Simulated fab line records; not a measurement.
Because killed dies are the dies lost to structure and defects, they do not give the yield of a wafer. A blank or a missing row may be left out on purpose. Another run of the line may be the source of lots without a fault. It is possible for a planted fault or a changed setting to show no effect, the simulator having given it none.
One fault through the eyes of 2 desks	flow berkeley-cmos170	each desk has only its own numbers; what lay behind them comes last

## THE METROLOGY DESK
What the gauges read for every lot (on any tool): the sampled wafers with a number, averaged. The brackets show how far a lot's mean lies from the usual mean; more than 4 standard deviations puts the lot out of limits, marked OUT.
Columns: A = cd-nm at UCB170_M2_CD_MEAS_15, usual 699.9 nm; B = M2_OVL at UCB170_M2_OVL_MEAS_16, usual -2 nm
lot	first seen here	A	B
L954	day 7 10:17	701.5	-10
L953	day 7 13:42	701.5	-3
L964	day 10 14:55	698.2	3
L965	day 11 01:08	700.8	-4
L970	day 12 00:59	698.9	10
L973	day 12 01:17	700.5	-4
This desk found nothing out of limits on any of the 6 lots.

## FOR THE TOOL OWNER'S DESK: rie-metal-01
The tool's own readings at UCB170_M2_METAL_ETCH_18 (etches Al in Cl2/BCl3, stops on SiO2, target depth 1170 nm, time 195 s): means of the sampled wafers that have a number, for each lot that ran on this tool. The brackets show how far a lot's mean lies from the usual mean; more than 4 standard deviations puts the lot out of limits, marked OUT.
Columns: A = chamber-pressure-mTorr at UCB170_M2_METAL_ETCH_18, usual 12.000 mTorr; B = drypump-motor-current-A at UCB170_M2_METAL_ETCH_18, usual 5.4 A; C = oes-product-au at UCB170_M2_METAL_ETCH_18, usual 0.859 a.u.; D = throttle-valve-pct at UCB170_M2_METAL_ETCH_18, usual 24.44 %
lot	first seen here	A	B	C	D
L953	day 7 13:53	11.990	5.1	0.863	24.43
L964	day 10 15:06	5.999 (-99 or more) OUT	5.1	0.868	24.44
L965	day 11 01:20	6.004 (-99 or more) OUT	5.1	0.859	24.44
Finding of this desk: L964, L965 out of limits; the first was L964 at day 10 15:06, on chamber-pressure-mTorr at UCB170_M2_METAL_ETCH_18. In limits: L953.

## ALL TOGETHER
The tool owner's desk could have raised an alarm at day 10 15:06, on L964, L965.
From the metrology desk's view, nothing was out of limits.
The metrology desk has L964, L965 on record, within its limits.
Of the lots named, all ran UCB170_M2_METAL_ETCH_18 on rie-metal-01.

## WHAT THE SIMULATOR PUT IN
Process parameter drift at UCB170_M2_METAL_ETCH_18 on rie-metal-01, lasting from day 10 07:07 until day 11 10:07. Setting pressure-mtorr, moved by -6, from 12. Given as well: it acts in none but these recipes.
Lots struck among those shown: L964, L965.
Delay in hours, fault start to first out-of-limits reading, by desk: the tool owner's desk at 8.
